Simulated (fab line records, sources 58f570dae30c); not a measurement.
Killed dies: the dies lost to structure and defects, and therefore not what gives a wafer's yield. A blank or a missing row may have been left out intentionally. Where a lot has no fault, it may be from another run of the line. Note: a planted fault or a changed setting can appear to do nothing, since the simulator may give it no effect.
Struck lot and sound lot, side by side | flow berkeleyCmos170 | 15 steps out of a route of 331
Sound: wafers L686.2, L686.5, L686.6. Struck: wafers L697.1, L697.5 (left out: L697.3, a lot-mate that was not struck); the cause follows at the end.
Order at every step that has rows: each side's tool, ch and its chambers, its first start. Under that, the readings that differ: sound wafers | struck wafers | difference of the means | sigmas: that difference in standard deviations of wafers without a fault.
alike: readings with means less than 2 such deviations apart, plus words and numbers identical on both sides. not compared: withheld readings, readings lacking a value on some wafer, bounds such as >300 that could conceal the same value, and numbers that have no deviation in the record and whose values overlap.
Wherever a step has rows on one side only, a row that says differs or no value, or a row with sigmas, the two part there. When numbers do not overlap yet have no deviation, they are printed without sigmas and do not part them. A reading missing from all wafers of one side parts the sides only when that side holds two or more wafers.

first, 1 step without rows for these wafers: UCB170_M3_SOFTBAKE_06 (time 60 s).
UCB170_M3_STRIP_07: strips in O2.
  sound on plasmaAsher-02 ch 0,1, day 8 21:12; struck on plasmaAsher-01 ch 0,1, day 11 17:37
  alike: drypumpMotorCurrentA, oesProductAu, stripTimeToEndpointS
  not compared: rfHoursCounterH
then, 7 steps without rows for these wafers: UCB170_M3_STRIP_08 (strips KrF in DMSO, time 600 s); UCB170_M3_COAT_09; UCB170_M3_COAT_10 (resist thk 900 nm); UCB170_M3_SOFTBAKE_11 (time 60 s); UCB170_M3_EXPOSE_12 (exposes mask METAL3, target cd 700 nm); UCB170_M3_PEB_13; UCB170_M3_DEVELOP_14 (develop time 45 s).
UCB170_M3_CD_MEAS_15: target cd 700 nm.
  struck on cdSem-02, day 11 22:25; sound on cdSem-01, day 8 22:31
reading   | sound             | struck      | difference | sigmas
cdNm (nm) | 702.1 701.4 701.9 | 698.0 696.8 | -4.4       | -3
UCB170_M3_OVL_MEAS_16:
  struck on overlay-01, day 11 22:32; sound on overlay-02, day 8 22:37
  alike: M3_OVL
UCB170_M3_ETCH_17: etches BARC in N2/H2.
  sound on rieDiel-04 ch 2,3, day 8 22:39; struck on rieDiel-04 ch 3, day 11 22:35
  alike: drypumpMotorCurrentA, oesProductAu, throttleValvePct
UCB170_M3_METAL_ETCH_18: etches Al in Cl2/BCl3, stops on SiO2, target depth 1170 nm, time 195 s.
  sound on rieMetal-04 ch 0,1, day 8 22:41; struck on rieMetal-04 ch 0, day 11 22:38
reading                            | sound             | struck      | difference | sigmas
oesProductAu (a.u.)                | 0.826 0.855 0.819 | 0.866 0.876 | +0.038     | +2
model.KrF_of_M3_COAT_10.thkNm (nm) | 224 226.1 220.8   | 255.9 260.1 | +34.4      | 
  alike: drypumpMotorCurrentA, throttleValvePct
  not compared: rfHoursCounterH
UCB170_M3_STRIP_19: strips in O2.
  sound on plasmaAsher-03 ch 0,1, day 8 22:53; struck on plasmaAsher-01 ch 0,1, day 11 22:50
  alike: drypumpMotorCurrentA, oesProductAu
  not compared: rfHoursCounterH
UCB170_M3_PROBE_99:
  the record has rows for the sound wafers here (prober-01, day 8 23:16) and none for the struck ones

## WHERE THEY PART
Earliest at UCB170_M3_CD_MEAS_15; latest, in this record, at UCB170_M3_PROBE_99.

WHY: whatever the simulator had introduced
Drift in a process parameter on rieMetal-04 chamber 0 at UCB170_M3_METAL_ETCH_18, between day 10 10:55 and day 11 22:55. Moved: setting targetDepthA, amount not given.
